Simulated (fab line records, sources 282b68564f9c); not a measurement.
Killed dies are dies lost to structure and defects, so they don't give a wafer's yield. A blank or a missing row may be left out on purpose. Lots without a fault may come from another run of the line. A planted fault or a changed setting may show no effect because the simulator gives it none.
fab line records | flow rit_cmos
record lots=14 wafers=42 last_day=7
route steps=202 shown NRETRO@61 M1@202
lots that met no fault: from a run of the same line without faults
start_h: hours from the record's first day to the start of the lot's first wafer shown | wait_h: hours since the lot's step before | " the same as in the row above | L1.1+2: a row that stands for several wafers | - no value, or no start given | * or withheld: withheld | < > ~ a bound
route shown NAME@n: a module of which the file shows steps, and the number in the route of the first | usual: mean/standard deviation of fault-free wafers | same: alike in all rows | chamber/n: place in a boat | sites: the reading at each site | _std_site: their standard deviation | _edge_site: outer sites' mean less inner sites' | radius_mm: how far each site lies from the wafer's centre | mask NAME#n: copy n | behind: the tool/chamber that last shaped the wafer | hold: why the lot was held/for how many hours/how that ended | device: the transistor (n, p or np) that didn't switch | end of line: the same wafers' tests at the end of the route | a step without rows: its recipe alone | killed: dies lost to structure and defects at the first sort, not the wafer's yield | map: a wafer's dies, x killed, . not, _ none there
set.NAME: the setting as run; set.NAME@STEP: as run at that earlier step | model.NAME: the simulator's own value behind a step, which no gauge read
steps of the route over a sample of lots; a table a step, a row a wafer
services: from which hour (start_h, from the record's first day; less than 0 if before it) a tool's chamber was out of use, for how many hours, and why
## steps
# step RIT_NRETRO_IMPLANT_08
# recipe species=P energy_kev=70 dose_cm2=1e+13 tilt_deg=7
# usual dose_ions_cm2=9.996e+12/1e+10 end_station_pressure_torr=5.06e-06/2.9e-07 faraday_current_uA=31.6/0.56
# columns lot.wafer tool chamber start_h wait_h dose_ions_cm2 end_station_pressure_torr faraday_current_uA
L976.1 implanter-02 0 29.93 0.2 9.998e+12 4.51e-06 31.3
L976.2 " 0 " " 9.988e+12 4.97e-06 31.9
L976.4 " 0 " " 9.987e+12 4.77e-06 31.5
L977.1 implanter-02 0 34.80 0.2 9.99e+12 5.23e-06 31.6
L977.2 " 0 " " 9.999e+12 5.09e-06 31.3
L977.6 " 0 " " 1.0001e+13 5.29e-06 31.6
L978.3 implanter-03 0 39.02 0.2 9.99e+12 5.14e-06 30.9
L978.5 " 0 " " 9.988e+12 5.13e-06 31.3
L978.6 " 0 " " 9.994e+12 5.54e-06 31.7
L980.1 implanter-04 0 50.36 0.2 9.996e+12 4.7e-06 32.3
L980.2 " 0 " " 1.0011e+13 4.78e-06 30.2
L980.4 " 0 " " 9.995e+12 5.06e-06 31.0
L982.2 implanter-04 0 61.18 0.2 1.001e+13 4.99e-06 32.8
L982.5 " 0 " " 1.0005e+13 5.23e-06 31.5
L982.6 " 0 " " 9.996e+12 5.38e-06 31.8
L983.2 implanter-04 0 65.95 0.2 1.0021e+13 4.97e-06 31.5
L983.3 " 0 " " 9.986e+12 5.23e-06 31.7
L983.6 " 0 " " 1.0002e+13 4.98e-06 31.5
L985.1 implanter-03 0 76.48 0.2 1.0001e+13 5.5e-06 31.6
L985.3 " 0 " " 9.983e+12 4.96e-06 31.8
L985.5 " 0 " " 9.991e+12 4.86e-06 32.0
L986.1 implanter-02 0 82.12 0.2 9.982e+12 4.7e-06 31.5
L986.2 " 0 " " 9.982e+12 4.99e-06 31.7
L986.6 " 0 " " 9.976e+12 4.34e-06 31.7
L987.1 implanter-02 0 87.21 0.2 1.001e+13 5.16e-06 30.7
L987.4 " 0 " " 1.0008e+13 4.82e-06 31.1
L987.5 " 0 " " 1.0015e+13 5.02e-06 32.3
L988.1 implanter-04 0 94.46 0.2 9.977e+12 5.04e-06 30.5
L988.3 " 0 " " 1.0004e+13 4.67e-06 31.5
L988.4 " 0 " " 9.983e+12 4.92e-06 31.4
L993.3 implanter-03 0 114.56 0.2 9.987e+12 4.75e-06 31.2
L993.5 " 0 " " 9.992e+12 5.13e-06 32.4
L993.6 " 0 " " 1e+13 4.79e-06 31.2
L994.2 implanter-04 0 120.03 0.2 1.4132e+13 5.35e-06 45.8
L994.4 " 0 " " 1.4137e+13 5.27e-06 44.2
L994.5 " 0 " " 1.4143e+13 5.14e-06 44.8
L995.4 implanter-04 0 124.86 0.2 1.4152e+13 5.36e-06 45.9
L995.5 " 0 " " 1.416e+13 5.26e-06 45.4
L995.6 " 0 " " 1.4163e+13 5.21e-06 44.4
L999.1 implanter-02 0 144.62 0.2 1.0005e+13 5.04e-06 31.8
L999.3 " 0 " " 1.0001e+13 4.91e-06 31.3
L999.5 " 0 " " 1.0007e+13 5.38e-06 31.3
# step RIT_NRETRO_TW_MEAS_10
# usual NRETRO_TW=1040/12
# columns lot.wafer tool chamber start_h wait_h hold NRETRO_TW
L976.1 film_metro-03 - 30.25 0.1 - 1053
L976.2 " - " " - 1053
L976.4 " - " " - 1056
L977.1 film_metro-03 - 35.12 0.1 - 1058
L977.2 " - " " - 1061
L977.6 " - " " - 1058
L978.3 film_metro-03 - 39.31 0.1 - 1053
L978.5 " - " " - 1055
L978.6 " - " " - 1052
L980.1 film_metro-03 - 50.68 0.1 - 1051
L980.2 " - " " - 1049
L980.4 " - " " - 1046
L982.2 film_metro-03 - 61.49 0.1 - 1051
L982.5 " - " " - 1053
L982.6 " - " " - 1056
L983.2 film_metro-01 - 66.26 0.1 - 1022
L983.3 " - " " - 1024
L983.6 " - " " - 1024
L985.1 film_metro-02 - 76.81 0.1 - 1046
L985.3 " - " " - 1047
L985.5 " - " " - 1046
L986.1 film_metro-02 - 82.45 0.1 - 1045
L986.2 " - " " - 1050
L986.6 " - " " - 1050
L987.1 film_metro-01 - 87.53 0.1 - 1025
L987.4 " - " " - 1026
L987.5 " - " " - 1028
L988.1 film_metro-01 - 94.79 0.1 - 1024
L988.3 " - " " - 1032
L988.4 " - " " - 1027
L993.3 film_metro-01 - 114.88 0.1 - 1020
L993.5 " - " " - 1018
L993.6 " - " " - 1021
L994.2 film_metro-01 - 120.34 0.1 await_dispo/0.2h/release 1150
L994.4 " - " " await_dispo/0.2h/release 1152
L994.5 " - " " await_dispo/0.2h/release 1146
L994.2 film_metro-01 - 120.57 0.2 - 1150
L994.4 " - " " - 1145
L994.5 " - " " - 1153
L995.4 film_metro-01 - 125.14 0.1 await_dispo/0.2h/release 1153
L995.5 " - " " await_dispo/0.2h/release 1156
L995.6 " - " " await_dispo/0.2h/release 1149
L995.4 film_metro-01 - 125.37 0.2 - 1152
L995.5 " - " " - 1152
L995.6 " - " " - 1155
L999.1 film_metro-01 - 144.94 0.1 - 1031
L999.3 " - " " - 1036
L999.5 " - " " - 1033
# step RIT_M1_PROBE_99
# usual killed_at_M0_to_M3=0.0/0.18 killed_at_contacts=0.1/0.38 killed_at_front_end=6.9/2.9 killed_dies=7.1/3 killed_open=3.5/2.1 killed_short=3.5/2
# same gross_dies=264 killed_at_M4_up=0 killed_at_back_side=0 killed_at_other=0
# columns lot.wafer tool chamber start_h wait_h killed_at_M0_to_M3 killed_at_contacts killed_at_front_end killed_dies killed_open killed_short
L995.4 prober-02 - 159.29 0.2 0 0 10 10 9 1
L995.5 prober-02 - 159.34 0.2 0 0 3 3 1 2
L995.6 prober-02 - 159.39 0.2 0 0 7 7 4 3
L994.2 prober-01 - 160.21 0.1 0 0 6 6 2 4
L994.4 prober-01 - 160.31 0.2 0 0 7 7 5 2
L994.5 prober-01 - 160.36 0.2 1 0 10 11 1 10
# killed by level:class
L995.4 GATE:geometric_particle:open=3 FOX2:geometric_particle:open=2 SPACER:geometric_particle:open=2 FOX1:geometric_particle:open=1 GATE:geometric_particle:short=1 SILICIDE:geometric_particle:open=1
L995.5 REOX:geometric_particle:short=2 SPACER:geometric_particle:open=1
L995.6 REOX:geometric_particle:short=3 REOX:geometric_particle:open=3 GATE:geometric_particle:open=1
L994.2 SPACER:geometric_particle:short=2 FOX1:geometric_particle:open=1 FOX2:geometric_particle:short=1 SPACER:geometric_particle:open=1 SILICIDE:geometric_particle:short=1
L994.4 REOX:geometric_particle:open=2 SPACER:geometric_particle:open=2 ACTIVE:geometric_particle:short=1 FOX1:geometric_particle:open=1 GATE:geometric_particle:short=1
L994.5 SPACER:geometric_particle:short=4 SILICIDE:geometric_particle:short=3 FOX2:geometric_particle:short=1 GATE:geometric_particle:short=1 REOX:geometric_particle:short=1 M1:geometric_particle:open=1
## services
# columns tool chamber start_h hours kind
implanter-02 - 10.61 4.1 repair
implanter-04 - 25.48 0.5 repair
implanter-04 - 54.61 3.2 pm
implanter-04 - 112.19 1.7 repair
## key
first_sign step=RIT_NRETRO_IMPLANT_08 reading=dose_ions_cm2 direction=up sigmas=99+ usual=9.996e+12 struck=1.4148e+13
effect step=RIT_NRETRO_IMPLANT_08 reading=faraday_current_uA direction=up sigmas=24 usual=31.6 struck=45.1
effect step=RIT_NRETRO_TW_MEAS_10 reading=visit direction=added
effect step=RIT_NRETRO_TW_MEAS_10 reading=NRETRO_TW direction=up sigmas=9.3 usual=1040 struck=1151
met_at RIT_NRETRO_IMPLANT_08
struck_lots L994,L995
tester_left_out L994,L995
onset_between 94.46 120.03
earlier_fault kind=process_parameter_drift tool=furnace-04 chamber=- onset_h=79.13 steps=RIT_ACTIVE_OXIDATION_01 channel=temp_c offset=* shape=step end_h=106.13 acts_in=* stated=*
fault kind=process_parameter_drift tool=implanter-04 chamber=- onset_h=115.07 steps=RIT_NRETRO_IMPLANT_08 channel=dose_cm2 offset=4.1534e+12 shape=step end_h=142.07 acts_in=these_recipes_only stated=1e+13
# tester_left_out: of these lots the tester's yield and bins aren't shown, on N5 and GAA mostly nor the transistor test; their killed dies are dies lost to structure and defects alone, not to doping, threshold or leakage, so they don't give the yield
